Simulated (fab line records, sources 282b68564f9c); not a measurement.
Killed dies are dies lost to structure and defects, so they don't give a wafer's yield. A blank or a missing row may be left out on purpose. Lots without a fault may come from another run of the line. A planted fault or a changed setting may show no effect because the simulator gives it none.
One fault seen from 2 desks | flow rit_cmos | each desk has only its own numbers; what lay behind them comes last

THE TOOL OWNER'S DESK: implanter-04
The tool's own readings at RIT_PSD_IMPLANT_08: means of the sampled wafers that have a number, for each lot that ran on this tool. A lot is out of limits, marked OUT, if its mean lies more than 4 standard deviations from the usual mean; the brackets give that distance.
Columns: A = beam_energy_keV at RIT_PSD_IMPLANT_08, usual 27.000
lot  | first seen here | A
L956 | day 3 02:59     | 26.992
L958 | day 3 15:14     | 21.568 (-99 or more) OUT
L959 | day 3 18:50     | 21.550 (-99 or more) OUT
L972 | day 7 12:59     | 27.011
L974 | day 8 03:22     | 26.994
L979 | day 8 16:55     | 27.003
L978 | day 8 18:05     | 26.999
This desk's finding: out of limits on L958, L959; first on L958, day 3 15:14 (beam_energy_keV at RIT_PSD_IMPLANT_08). In limits: L956, L972, L974, L979, L978.

THE METROLOGY DESK
What the gauges read, lot by lot, whatever tool the lot ran on: means of the sampled wafers that have a number. A lot is out of limits, marked OUT, if its mean lies more than 4 standard deviations from the usual mean; the brackets give that distance.
Columns: A = PSD_TW at RIT_PSD_TW_MEAS_10, usual 3453; B = PSD_RS at RIT_SDANNEAL_RS_MEAS_04, usual 115.76 ohm/sq
lot  | first seen here | A               | B
L956 | day 3 03:18     | 3440            | 115.35
L958 | day 3 15:34     | 3311            | 129.94 (+49) OUT
L959 | day 3 19:08     | 3259 (-5.4) OUT | 129.63 (+48) OUT
L960 | day 4 02:28     | 3442            | 115.47
L970 | day 6 08:49     | 3426            | 115.79
L971 | day 7 01:49     | 3419            | 115.94
L972 | day 7 13:19     | 3496            | 115.55
L973 | day 7 14:23     | 3440            | 115.14
L974 | day 8 03:41     | 3416            | 115.32
L975 | day 8 03:56     | 3416            | 115.69
L976 | day 8 04:08     | 3518            | 115.90
L977 | day 8 08:10     | 3512            | 115.73
L979 | day 8 17:14     | 3504            | 115.68
L978 | day 8 18:25     | 3515            | 115.93
This desk's finding: out of limits on L958, L959; first on L958, day 3 16:03 (PSD_RS at RIT_SDANNEAL_RS_MEAS_04). In limits: L956, L960, L970, L971, L972, L973, L974, L975, L976, L977, L979, L978.

PUT TOGETHER
The tool owner's desk could have raised an alarm at day 3 15:14, on L958, L959.
The metrology desk could have raised an alarm at day 3 16:03, on L958, L959.
Of the lots named, all ran RIT_PSD_IMPLANT_08 on implanter-04.

WHAT THE SIMULATOR HAD PUT IN
Process parameter drift: implanter-04, from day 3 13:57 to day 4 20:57, at RIT_PSD_IMPLANT_08. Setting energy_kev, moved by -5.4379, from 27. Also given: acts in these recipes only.
Lots struck among those shown: L958, L959.
Hours from the fault's start to each desk's first reading out of limits: the tool owner's desk, 1; the metrology desk, 2.
